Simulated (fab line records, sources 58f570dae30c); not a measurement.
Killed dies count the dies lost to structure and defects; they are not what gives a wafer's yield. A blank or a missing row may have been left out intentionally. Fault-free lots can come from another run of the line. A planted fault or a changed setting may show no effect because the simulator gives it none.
fab line records	flow berkeley_cmos170
record lots=5	wafers=23
route steps=331 shown NWELL@27 PWELL@39 WELLDRIVE@56 ACTIVE@68 PFIELD@86 SACOX@98 PVT@123 NLDD@166
start_h: the number of hours between the record's first day and the start of the first shown wafer of the lot	wait_h: how many hours have passed since the lot's step before this one	" same as the row above	L1.1+2: a single row standing in for several wafers	- value missing, or start not given	* or withheld: withheld	< > ~ a bound
route shown NAME@n: NAME is a module with steps in the file, n the number in the route of the first one	usual: mean/standard deviation taken from wafers without a fault	same: alike in all rows	chamber/n: place in a boat	sites: readings site by site	_std_site: the values' standard deviation	_edge_site: mean of outer sites minus mean of inner sites	radius_mm: for every site, how far away it sits from the centre of the wafer	mask NAME#n: copy n	behind: the tool/chamber that last shaped the wafer	hold: what put the lot on hold/how long, in hours/how the hold closed	device: the transistor (n, p or np) that didn't switch	end of line: the same wafers' tests at the end of the route	step lacking rows: just its recipe	killed: dies lost to structure and defects at the first sort, not the wafer's yield	map: shows each die of a wafer: x if killed, . if not, _ if none is there
set.NAME: the setting as run; set.NAME@STEP: as run at that earlier step	model.NAME: the simulator's own value behind a step, which no gauge read
one table per step and one row per wafer, for lots whose settings were changed on purpose
## steps
# step UCB170_NWELL_ETCH_13
# recipe chemistry=CH3F/Ar/O2	target=Si3N4	stop_on=SiO2	CH3F_flow_sccm=20	Ar_flow_sccm=50	O2_flow_sccm=7	pressure_mtorr=50	rf_w=450	target_depth_a=2464	over_etch_frac=0.1	time_s=154
# usual oes_product_au=0.936/0.014
lot.wafer	tool	chamber	start_h	wait_h	set.time_s	oes_product_au
L075.1	rie_diel-04	0	36.09	0.0	154	0.929
L075.5	"	0	"	"	154	0.938
L075.6	"	3	"	"	154	0.935
L078.1	rie_diel-01	3	52.50	0.0	154	0.941
L078.3	"	2	"	"	139.9	0.998
L078.4	"	0	"	"	139.9	1.001
L078.5	"	0	"	"	154	0.949
L078.6	"	3	"	"	154	0.949
L080.2	rie_diel-04	1	60.44	0.0	154	0.930
L080.3	"	0	"	"	154	0.927
L080.4	"	2	"	"	154	0.939
L080.5	"	2	"	"	154	0.951
L080.6	"	1	"	"	154	0.916
L082.1	rie_diel-03	3	70.95	0.0	162.1	0.915
L082.2	"	1	"	"	154	0.940
L082.3	"	2	"	"	162.1	0.946
L082.5	"	2	"	"	154	0.956
L082.6	"	1	"	"	154	0.951
L083.1	rie_diel-04	0	75.91	0.0	154	0.947
L083.2	"	3	"	"	140.8	0.977
L083.4	"	2	"	"	140.8	0.990
L083.5	"	0	"	"	154	0.940
L083.6	"	3	"	"	140.8	0.975
# step UCB170_PWELL_CVD_05
# recipe material=Si3N4	target_thk_nm=220	temp_c=800	precursor=SiH2Cl2/NH3	time_s=3300	pressure_mtorr=200	sih2cl2_flow_sccm=25	nh3_flow_sccm=75
lot.wafer	tool	chamber	start_h	wait_h	set.sih2cl2_flow_sccm	model.Si3N4_of_PWELL_CVD_05.thk_nm
L075.1	lpcvd-02	0	49.87	0.0	25	219.9
L075.5	"	0	"	"	25	223
L075.6	"	0	"	"	25	219.6
L078.1	-	-	-	0.0	26.08	224.1
L078.3	"	-	"	"	26.08	220.5
L078.4	"	-	"	"	26.08	223.1
L078.5	"	-	"	"	26.08	221
L078.6	"	-	"	"	26.08	222.6
L080.2	-	-	-	0.0	28.47	227.6
L080.3	"	-	"	"	28.47	226.1
L080.4	"	-	"	"	28.47	228.1
L080.5	"	-	"	"	28.47	227.9
L080.6	"	-	"	"	28.47	228.9
L082.1	-	-	-	0.0	25	217.6
L082.2	"	-	"	"	25	217.4
L082.3	"	-	"	"	25	218.7
L082.5	"	-	"	"	25	218
L082.6	"	-	"	"	25	218.1
L083.1+2	-	-	-	0.0	21.69	211.8
L083.4	"	-	"	"	21.69	211.1
L083.5	"	-	"	"	21.69	211.5
L083.6	"	-	"	"	21.69	212.1
# step UCB170_PWELL_THK_MEAS_06
# recipe reads=Si3N4_of_PWELL_CVD_05
# usual PWELL_NITRIDE_THK=220.4/1.9
lot.wafer	tool	chamber	start_h	wait_h	set.sih2cl2_flow_sccm@PWELL_CVD_05	PWELL_NITRIDE_THK[nm]
L075.1	film_metro-04	-	51.78	0.0	25	219.9
L075.5	"	-	"	"	25	223.1
L075.6	"	-	"	"	25	219.4
L078.1	film_metro-02	-	-	-	26.08	224.3
L078.3	"	-	"	"	26.08	220.6
L078.4	"	-	"	"	26.08	223.4
L078.5	"	-	"	"	26.08	220.9
L078.6	"	-	"	"	26.08	222.5
L080.2	film_metro-01	-	-	-	28.47	227.6
L080.3	"	-	"	"	28.47	226.1
L080.4	"	-	"	"	28.47	227.9
L080.5	"	-	"	"	28.47	227.8
L080.6	"	-	"	"	28.47	229.1
L082.1	film_metro-01	-	-	-	25	217.6
L082.2	"	-	"	"	25	217.5
L082.3	"	-	"	"	25	219.0
L082.5	"	-	"	"	25	218.0
L082.6	"	-	"	"	25	218.0
L083.1	film_metro-02	-	-	-	21.69	211.8
L083.2	"	-	"	"	21.69	211.7
L083.4	"	-	"	"	21.69	211.0
L083.5	"	-	"	"	21.69	211.5
L083.6	"	-	"	"	21.69	212.3
# step UCB170_PWELL_DEVELOP_12
# recipe developer=TMAH	develop_time_s=45	resist=KrF	dev_temp_c=21
lot.wafer	tool	chamber	start_h	wait_h	set.dev_temp_c
L075.1+5+6	litho_track-02	0	-	-	21
L078.1+3	litho_track-04	0	-	-	22.07
L078.4+5+6	"	0	"	"	21
L080.2+6	litho_track-02	0	-	-	21
L080.3+4+5	"	0	"	"	24.69
L082.1+6	litho_track-02	0	-	-	21
L082.2+3+5	"	0	"	"	18.88
L083.1+2+6	litho_track-04	0	-	-	23.25
L083.4+5	"	0	"	"	21
# step UCB170_PWELL_ETCH_14
# recipe chemistry=CH3F/Ar/O2	target=Si3N4	stop_on=SiO2	CH3F_flow_sccm=20	Ar_flow_sccm=50	O2_flow_sccm=7	pressure_mtorr=50	rf_w=450	target_depth_a=2420	over_etch_frac=0.1	time_s=151
lot.wafer	tool	chamber	start_h	wait_h	set.sih2cl2_flow_sccm@PWELL_CVD_05	model.etch.depth_nm
L075.1	rie_diel-02	1	53.05	0.0	25	219.9
L075.5	"	0	"	"	25	223
L075.6	"	3	"	"	25	219.6
L078.1+5+6	rie_diel-02	1,2,3	68.74	0.0	26.08	-
L078.3	"	3	"	"	26.08	220.5
L078.4	"	0	"	"	26.08	223.1
L080.2+5	rie_diel-01	2,0	77.78	0.0	28.47	-
L080.3	"	1	"	"	28.47	226.1
L080.4	"	3	"	"	28.47	228.1
L080.6	"	3	"	"	28.47	228.9
L082.1+2+5	rie_diel-01	3,2,2	91.58	0.0	25	-
L082.3	"	0	"	"	25	218.7
L082.6	"	1	"	"	25	218.1
L083.1+4	rie_diel-04	3,0	91.82	0.0	21.69	-
L083.2	"	2	"	"	21.69	211.8
L083.5	"	0	"	"	21.69	211.5
L083.6	"	1	"	"	21.69	212.1
# step UCB170_WELLDRIVE_OXIDATION_01
# recipe temp_c=1100	ambient=O2	target_thk_a=1990	ox_time_s=9000
lot.wafer	tool	chamber	start_h	wait_h	set.temp_c	model.SiO2_of_WELLDRIVE_OXIDATION_01.thk_nm
L075.1	furnace-02	0	60.47	0.8	1100	199.7
L075.5	"	0	"	"	1100	203
L075.6	"	0	"	"	1100	197.4
L078.1	-	-	-	2.6	1088	183
L078.3	"	-	"	"	1088	180
L078.4	"	-	"	"	1088	180.9
L078.5	"	-	"	"	1088	181.5
L078.6	"	-	"	"	1088	183.4
L080.2	-	-	-	3.0	1077	172.6
L080.3	"	-	"	"	1077	170.8
L080.4	"	-	"	"	1077	170.5
L080.5	"	-	"	"	1077	171.2
L080.6	"	-	"	"	1077	171.8
L082.1	-	-	-	7.2	1076	168.8
L082.2	"	-	"	"	1076	170.7
L082.3	"	-	"	"	1076	170.1
L082.5	"	-	"	"	1076	171.7
L082.6	"	-	"	"	1076	169.8
L083.1	-	-	-	6.0	1076	171.4
L083.2	"	-	"	"	1076	166
L083.4	"	-	"	"	1076	168.1
L083.5	"	-	"	"	1076	165.8
L083.6	"	-	"	"	1076	169.1
# step UCB170_WELLDRIVE_THK_MEAS_02
# recipe reads=SiO2_of_WELLDRIVE_OXIDATION_01
# usual WELLDRIVE_OXIDE_THK=199.5/2.6
lot.wafer	tool	chamber	start_h	wait_h	set.temp_c@WELLDRIVE_OXIDATION_01	WELLDRIVE_OXIDE_THK[nm]
L075.1	film_metro-01	-	63.97	0.0	1100	199.7
L075.5	"	-	"	"	1100	202.9
L075.6	"	-	"	"	1100	197.6
L078.1	film_metro-02	-	-	-	1088	183.0
L078.3	"	-	"	"	1088	179.9
L078.4	"	-	"	"	1088	181.0
L078.5	"	-	"	"	1088	181.7
L078.6	"	-	"	"	1088	183.5
L080.2	film_metro-02	-	-	-	1077	172.7
L080.3	"	-	"	"	1077	170.9
L080.4	"	-	"	"	1077	170.4
L080.5	"	-	"	"	1077	171.2
L080.6	"	-	"	"	1077	171.9
L082.1	film_metro-01	-	-	-	1076	168.8
L082.2	"	-	"	"	1076	170.9
L082.3	"	-	"	"	1076	170.2
L082.5	"	-	"	"	1076	171.8
L082.6	"	-	"	"	1076	170.0
L083.1	film_metro-02	-	-	-	1076	171.3
L083.2	"	-	"	"	1076	165.9
L083.4	"	-	"	"	1076	168.2
L083.5	"	-	"	"	1076	165.7
L083.6	"	-	"	"	1076	169.1
# step UCB170_ACTIVE_COAT_08
# recipe resist=KrF	spin_rpm=1500	resist_thk_nm=900
lot.wafer	tool	chamber	start_h	wait_h	set.spin_rpm	model.KrF_of_ACTIVE_COAT_08.thk_nm
L075.1	litho_track-03	0	77.74	0.1	1500	900.3
L075.5	"	0	"	"	1500	901.6
L075.6	"	0	"	"	1500	899.7
L078.1	litho_track-03	0	94.55	0.1	1417	927.4
L078.3	"	0	"	"	1417	930.3
L078.4	"	0	"	"	1500	900.6
L078.5	"	0	"	"	1417	927.2
L078.6	"	0	"	"	1500	903.2
L080.2	litho_track-02	0	116.06	0.1	1413	928.2
L080.3	"	0	"	"	1500	900.1
L080.4	"	0	"	"	1413	933.4
L080.5	"	0	"	"	1500	901.9
L080.6	"	0	"	"	1500	904.5
L082.1	litho_track-04	0	122.94	0.1	1500	900.3
L082.2	"	0	"	"	1500	900.6
L082.3	"	0	"	"	1500	903.7
L082.5	"	0	"	"	1500	901.6
L082.6	"	0	"	"	1500	902.7
L083.1	litho_track-03	0	122.95	0.1	1500	902.2
L083.2	"	0	"	"	1412	931
L083.4	"	0	"	"	1500	904.3
L083.5	"	0	"	"	1412	931.9
L083.6	"	0	"	"	1500	906
# step UCB170_ACTIVE_PEB_11
# recipe peb_temp_c=130	peb_time_s=withheld	resist=KrF
lot.wafer	tool	chamber	start_h	wait_h	set.peb_temp_c
L075.1+5+6	litho_track-03	0	78.37	0.1	130
L078.1+3+4+5+6	litho_track-03	0	95.09	0.1	130
L080.2+3	litho_track-04	0	116.61	0.1	130
L080.4+5+6	"	0	"	"	126.4
L082.1+2	litho_track-03	0	124.25	1.0	132.8
L082.3+5+6	"	0	"	"	130
L083.1+4	litho_track-02	0	124.29	0.9	133.7
L083.2+5+6	"	0	"	"	130
# step UCB170_ACTIVE_DEVELOP_12
# recipe developer=TMAH	develop_time_s=45	resist=KrF	dev_temp_c=21
# step UCB170_ACTIVE_CD_MEAS_13
# recipe target_cd_nm=1200
# usual cd_nm=1199.7/1.5
lot.wafer	tool	chamber	start_h	wait_h	set.peb_temp_c@ACTIVE_PEB_11	cd_nm
L075.1	cd_sem-02	-	78.65	-	130	1202.8
L075.5	"	-	"	"	130	1203.0
L075.6	"	-	"	"	130	1201.1
L078.1	cd_sem-02	-	95.36	-	130	1198.7
L078.3	"	-	"	"	130	1199.1
L078.4	"	-	"	"	130	1198.8
L078.5	"	-	"	"	130	1198.4
L078.6	"	-	"	"	130	1196.6
L080.2	cd_sem-02	-	116.88	-	130	1203.6
L080.3	"	-	"	"	130	1202.3
L080.4	"	-	"	"	126.4	1229.7
L080.5	"	-	"	"	126.4	1231.1
L080.6	"	-	"	"	126.4	1230.3
L082.1	cd_sem-02	-	124.53	-	132.8	1184.0
L082.2	"	-	"	"	132.8	1183.4
L082.3	"	-	"	"	130	1200.8
L082.5	"	-	"	"	130	1199.7
L082.6	"	-	"	"	130	1199.0
L083.1	cd_sem-01	-	124.58	-	133.7	1177.9
L083.2	"	-	"	"	130	1202.8
L083.4	"	-	"	"	133.7	1179.2
L083.5	"	-	"	"	130	1200.4
L083.6	"	-	"	"	130	1199.8
# step UCB170_ACTIVE_ETCH_15
# recipe chemistry=CH3F/Ar/O2	target=Si3N4	stop_on=SiO2	CH3F_flow_sccm=20	Ar_flow_sccm=50	O2_flow_sccm=7	pressure_mtorr=50	rf_w=450	target_depth_a=2420	over_etch_frac=0.1	time_s=151
lot.wafer	tool	chamber	start_h	wait_h	set.spin_rpm@ACTIVE_COAT_08	set.peb_temp_c@ACTIVE_PEB_11	model.KrF_of_ACTIVE_COAT_08.thk_nm	model.ACTIVE.cd_nm
L075.1	rie_diel-02	2	78.80	0.0	1500	130	716.1	1203
L075.5	"	3	"	"	1500	130	725.9	1203
L075.6	"	0	"	"	1500	130	716.4	1201
L078.1	rie_diel-01	0	95.52	0.0	1417	130	753	1198
L078.3	"	2	"	"	1417	130	754.8	1199
L078.4	"	1	"	"	1500	130	721.6	1199
L078.5	"	0	"	"	1417	130	753.2	1199
L078.6	"	2	"	"	1500	130	728.6	1197
L080.2	rie_diel-01	1	117.02	0.0	1413	130	750.1	1203
L080.3	"	0	"	"	1500	130	725.2	1202
L080.4	"	0	"	"	1413	126.4	758.1	1229
L080.5	"	2	"	"	1500	126.4	724.6	1230
L080.6	"	1	"	"	1500	126.4	725.1	1230
L082.1	rie_diel-01	3	124.68	0.0	1500	132.8	722.6	1183
L082.2	"	1	"	"	1500	132.8	720.2	1183
L082.3	"	2	"	"	1500	130	726.5	1201
L082.5	"	3	"	"	1500	130	724.8	1199
L082.6	"	2	"	"	1500	130	725.2	1199
L083.1	rie_diel-03	2	124.74	0.0	1500	133.7	729.6	1178
L083.2	"	0	"	"	1412	130	750.6	1203
L083.4	"	1	"	"	1500	133.7	727.4	1179
L083.5	"	2	"	"	1412	130	757.7	1200
L083.6	"	3	"	"	1500	130	733.7	1200
# step UCB170_ACTIVE_STRIP_16
# recipe chemistry=O2	power_w=400	pressure_mtorr=3500	platen_temp_c=withheld	o2_flow_sccm=400	overash_fraction=0.5
# usual strip_time_to_endpoint_s=18.08/0.11
lot.wafer	tool	chamber	start_h	wait_h	set.spin_rpm@ACTIVE_COAT_08	strip_time_to_endpoint_s
L075.1	plasma_asher-01	1	78.90	0.1	1500	17.88
L075.5	"	1	"	"	1500	18.12
L075.6	"	0	"	"	1500	17.87
L078.1	plasma_asher-01	1	95.62	0.1	1417	18.79
L078.3	"	1	"	"	1417	18.82
L078.4	"	0	"	"	1500	18.02
L078.5	"	1	"	"	1417	18.79
L078.6	"	0	"	"	1500	18.19
L080.2	plasma_asher-02	1	117.12	0.1	1413	18.71
L080.3	"	1	"	"	1500	18.12
L080.4	"	0	"	"	1413	18.88
L080.5	"	0	"	"	1500	18.10
L080.6	"	1	"	"	1500	18.09
L082.1	plasma_asher-01	1	124.78	0.1	1500	18.03
L082.2	"	0	"	"	1500	17.98
L082.3	"	0	"	"	1500	18.13
L082.5	"	1	"	"	1500	18.08
L082.6	"	0	"	"	1500	18.11
L083.1	plasma_asher-04	0	124.84	0.1	1500	18.21
L083.2	"	1	"	"	1412	18.71
L083.4	"	1	"	"	1500	18.15
L083.5	"	1	"	"	1412	18.88
L083.6	"	0	"	"	1500	18.31
# step UCB170_ACTIVE_CD_MEAS_90
# recipe target_cd_nm=1200
# usual cd_nm=1199.6/1.5
lot.wafer	tool	chamber	start_h	wait_h	set.peb_temp_c@ACTIVE_PEB_11	cd_nm
L075.1	cd_sem-02	-	79.00	0.1	130	1202.6
L075.5	"	-	"	"	130	1203.5
L075.6	"	-	"	"	130	1200.6
L078.1	cd_sem-02	-	95.72	0.1	130	1198.6
L078.3	"	-	"	"	130	1199.7
L078.4	"	-	"	"	130	1198.6
L078.5	"	-	"	"	130	1198.6
L078.6	"	-	"	"	130	1197.0
L080.2	cd_sem-01	-	117.24	0.1	130	1203.2
L080.3	"	-	"	"	130	1202.2
L080.4	"	-	"	"	126.4	1228.7
L080.5	"	-	"	"	126.4	1230.7
L080.6	"	-	"	"	126.4	1229.5
L082.1	cd_sem-01	-	124.88	0.1	132.8	1183.6
L082.2	"	-	"	"	132.8	1183.1
L082.3	"	-	"	"	130	1200.9
L082.5	"	-	"	"	130	1199.3
L082.6	"	-	"	"	130	1199.3
L083.1	cd_sem-01	-	125.00	0.1	133.7	1178.1
L083.2	"	-	"	"	130	1202.9
L083.4	"	-	"	"	133.7	1178.7
L083.5	"	-	"	"	130	1200.1
L083.6	"	-	"	"	130	1200.3
# step UCB170_PFIELD_IMPLANT_07
# recipe species=B	dose_cm2=2e+13	energy_kev=80	tilt_deg=7
lot.wafer	tool	chamber	start_h	wait_h	set.energy_kev	model.implant.rp_nm	model.implant.drp_nm
L075.1+5+6	implanter-02	0	81.75	0.0	80	261.1	74.86
L078.1+3+4+5+6	implanter-02	0	97.39	0.0	80	261.5	74.86
L080.2+3+6	implanter-01	0	123.42	0.0	80	268.2	74.86
L080.4+5	"	0	"	"	84.12	279.6	76.63
L082.1+3+5	implanter-01	0	127.91	0.0	82.47	273.2	75.93
L082.2+6	"	0	"	"	80	266.4	74.86
L083.1+5+6	implanter-02	0	128.16	0.0	80	268.2	74.86
L083.2+4	"	0	"	"	75.81	257.1	72.92
# step UCB170_SACOX_OXIDATION_01
# recipe temp_c=900	ambient=O2	target_thk_a=144	ox_time_s=2400
lot.wafer	tool	chamber	start_h	wait_h	set.temp_c	model.SiO2_of_SACOX_OXIDATION_01.thk_nm
L075.1	furnace-01	0	100.90	4.9	900	15.17
L075.5	"	0	"	"	900	14.84
L075.6	"	0	"	"	900	14.94
L078.1+6	-	-	-	1.1	888.4	12.91
L078.3	"	-	"	"	888.4	12.67
L078.4	"	-	"	"	888.4	12.92
L078.5	"	-	"	"	888.4	13.1
L080.2	-	-	-	1.7	924.1	18.47
L080.3	"	-	"	"	924.1	18.53
L080.4	"	-	"	"	924.1	18.45
L080.5	"	-	"	"	924.1	18.68
L080.6	"	-	"	"	924.1	18.66
L082.1	-	-	-	0.1	911.1	15.93
L082.2	"	-	"	"	911.1	16.29
L082.3+5	"	-	"	"	911.1	16.21
L082.6	"	-	"	"	911.1	16.35
L083.1	-	-	-	0.1	912.2	16.17
L083.2	"	-	"	"	912.2	16.27
L083.4	"	-	"	"	912.2	16.15
L083.5	"	-	"	"	912.2	16.1
L083.6	"	-	"	"	912.2	15.9
# step UCB170_SACOX_THK_MEAS_02
# recipe reads=SiO2_of_SACOX_OXIDATION_01
# usual SACOX_OXIDE_THK=14.51/0.25
lot.wafer	tool	chamber	start_h	wait_h	set.temp_c@SACOX_OXIDATION_01	SACOX_OXIDE_THK[nm]
L075.1	film_metro-01	-	102.57	0.0	900	15.16
L075.5	"	-	"	"	900	14.85
L075.6	"	-	"	"	900	14.94
L078.1	film_metro-03	-	-	-	888.4	12.94
L078.3	"	-	"	"	888.4	12.73
L078.4	"	-	"	"	888.4	12.96
L078.5	"	-	"	"	888.4	13.17
L078.6	"	-	"	"	888.4	12.93
L080.2	film_metro-03	-	-	-	924.1	18.45
L080.3	"	-	"	"	924.1	18.57
L080.4	"	-	"	"	924.1	18.46
L080.5	"	-	"	"	924.1	18.70
L080.6	"	-	"	"	924.1	18.65
L082.1	film_metro-02	-	-	-	911.1	15.88
L082.2	"	-	"	"	911.1	16.35
L082.3	"	-	"	"	911.1	16.25
L082.5	"	-	"	"	911.1	16.20
L082.6	"	-	"	"	911.1	16.35
L083.1	film_metro-01	-	-	-	912.2	16.20
L083.2	"	-	"	"	912.2	16.35
L083.4	"	-	"	"	912.2	16.12
L083.5	"	-	"	"	912.2	16.11
L083.6	"	-	"	"	912.2	15.95
# step UCB170_PVT_STRIP_08
# recipe chemistry=O2	power_w=400	pressure_mtorr=3500	platen_temp_c=withheld	o2_flow_sccm=400	overash_fraction=0.5
# usual oes_product_au=0.734/0.0053
lot.wafer	tool	chamber	start_h	wait_h	set.overash_fraction	oes_product_au
L075.1	plasma_asher-02	0	122.55	0.1	0.5	0.734
L075.5	"	0	"	"	0.5	0.741
L075.6	"	1	"	"	0.5	0.738
L078.1	plasma_asher-02	0	132.45	0.1	0.5	0.736
L078.3	"	1	"	"	0.5	0.739
L078.4	"	0	"	"	0.5	0.727
L078.5	"	1	"	"	0.5	0.735
L078.6	"	0	"	"	0.5	0.732
L080.2	plasma_asher-02	0	152.66	0.1	0.6424	0.680
L080.3	"	0	"	"	0.5	0.731
L080.4	"	1	"	"	0.6424	0.699
L080.5	"	0	"	"	0.5	0.731
L080.6	"	1	"	"	0.5	0.733
L082.1	plasma_asher-04	0	155.23	0.1	0.5	0.734
L082.2	"	1	"	"	0.5	0.733
L082.3	"	1	"	"	0.5	0.726
L082.5	"	1	"	"	0.5	0.733
L082.6	"	0	"	"	0.5	0.738
L083.1	plasma_asher-03	1	155.50	0.1	0.6058	0.694
L083.2	"	0	"	"	0.5	0.736
L083.4	"	1	"	"	0.5	0.735
L083.5	"	1	"	"	0.5	0.734
L083.6	"	0	"	"	0.6058	0.695
# step UCB170_NLDD_IMPLANT_08
# recipe species=As	dose_cm2=5e+13	energy_kev=30	tilt_deg=7	rotation_deg=0
lot.wafer	tool	chamber	start_h	wait_h	set.dose_cm2
L075.1+5+6	implanter-04	0	135.04	0.0	5e+13
L078.1+3+6	implanter-01	0	150.47	0.0	5e+13
L078.4+5	"	0	"	"	5.149e+13
L083.1+5	implanter-02	0	170.53	0.0	5e+13
L083.2+4+6	"	0	"	"	4.668e+13
L082.1+2+3+5+6	implanter-01	0	170.60	0.0	5e+13
L080.2+5	implanter-04	0	170.82	0.0	5e+13
L080.3+4+6	"	0	"	"	5.369e+13
## key
split step=UCB170_NWELL_ETCH_13	setting=time_s	stated=154	by=wafer
response step=UCB170_NWELL_ETCH_13	reading=oes_product_au	change=-0.00489	per=1%	r=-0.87
split step=UCB170_PWELL_CVD_05	setting=sih2cl2_flow_sccm	stated=25	by=lot
response step=UCB170_PWELL_CVD_05	reading=model.Si3N4_of_PWELL_CVD_05.thk_nm	change=+0.597	per=1%	r=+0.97
response step=UCB170_PWELL_THK_MEAS_06	reading=PWELL_NITRIDE_THK	change=+0.595	per=1%	r=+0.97
response step=UCB170_PWELL_ETCH_14	reading=model.etch.depth_nm	change=+0.586	per=1%	r=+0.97
split step=UCB170_PWELL_DEVELOP_12	setting=dev_temp_c	stated=21	by=wafer
response none clear
split step=UCB170_WELLDRIVE_OXIDATION_01	setting=temp_c	stated=1100	by=lot
response step=UCB170_WELLDRIVE_OXIDATION_01	reading=model.SiO2_of_WELLDRIVE_OXIDATION_01.thk_nm	change=+13.4	per=1%	r=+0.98
response step=UCB170_WELLDRIVE_THK_MEAS_02	reading=WELLDRIVE_OXIDE_THK	change=+13.4	per=1%	r=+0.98
split step=UCB170_ACTIVE_COAT_08	setting=spin_rpm	stated=1500	by=wafer
response step=UCB170_ACTIVE_COAT_08	reading=model.KrF_of_ACTIVE_COAT_08.thk_nm	change=-4.79	per=1%	r=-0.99
response step=UCB170_ACTIVE_ETCH_15	reading=model.KrF_of_ACTIVE_COAT_08.thk_nm	change=-4.74	per=1%	r=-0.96
response step=UCB170_ACTIVE_STRIP_16	reading=strip_time_to_endpoint_s	change=*	per=1%	r=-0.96
split step=UCB170_ACTIVE_PEB_11	setting=peb_temp_c	stated=130	by=wafer
response step=UCB170_ACTIVE_CD_MEAS_13	reading=cd_nm	change=-8.56	per=1%	r=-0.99
response step=UCB170_ACTIVE_ETCH_15	reading=model.ACTIVE.cd_nm	change=-8.56	per=1%	r=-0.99
response step=UCB170_ACTIVE_CD_MEAS_90	reading=cd_nm	change=-8.56	per=1%	r=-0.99
split step=UCB170_PFIELD_IMPLANT_07	setting=energy_kev	stated=80	by=wafer
response step=UCB170_PFIELD_IMPLANT_07	reading=model.implant.rp_nm	change=+2.18	per=1%	r=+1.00
response step=UCB170_PFIELD_IMPLANT_07	reading=model.implant.drp_nm	change=+0.356	per=1%	r=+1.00
split step=UCB170_SACOX_OXIDATION_01	setting=temp_c	stated=900	by=lot
response step=UCB170_SACOX_OXIDATION_01	reading=model.SiO2_of_SACOX_OXIDATION_01.thk_nm	change=+1.37	per=1%	r=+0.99
response step=UCB170_SACOX_THK_MEAS_02	reading=SACOX_OXIDE_THK	change=+1.36	per=1%	r=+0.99
split step=UCB170_PVT_STRIP_08	setting=overash_fraction	stated=0.5	by=wafer
response step=UCB170_PVT_STRIP_08	reading=oes_product_au	change=-0.00164	per=1%	r=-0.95
split step=UCB170_NLDD_IMPLANT_08	setting=dose_cm2	stated=5e+13	by=wafer
response none in this file
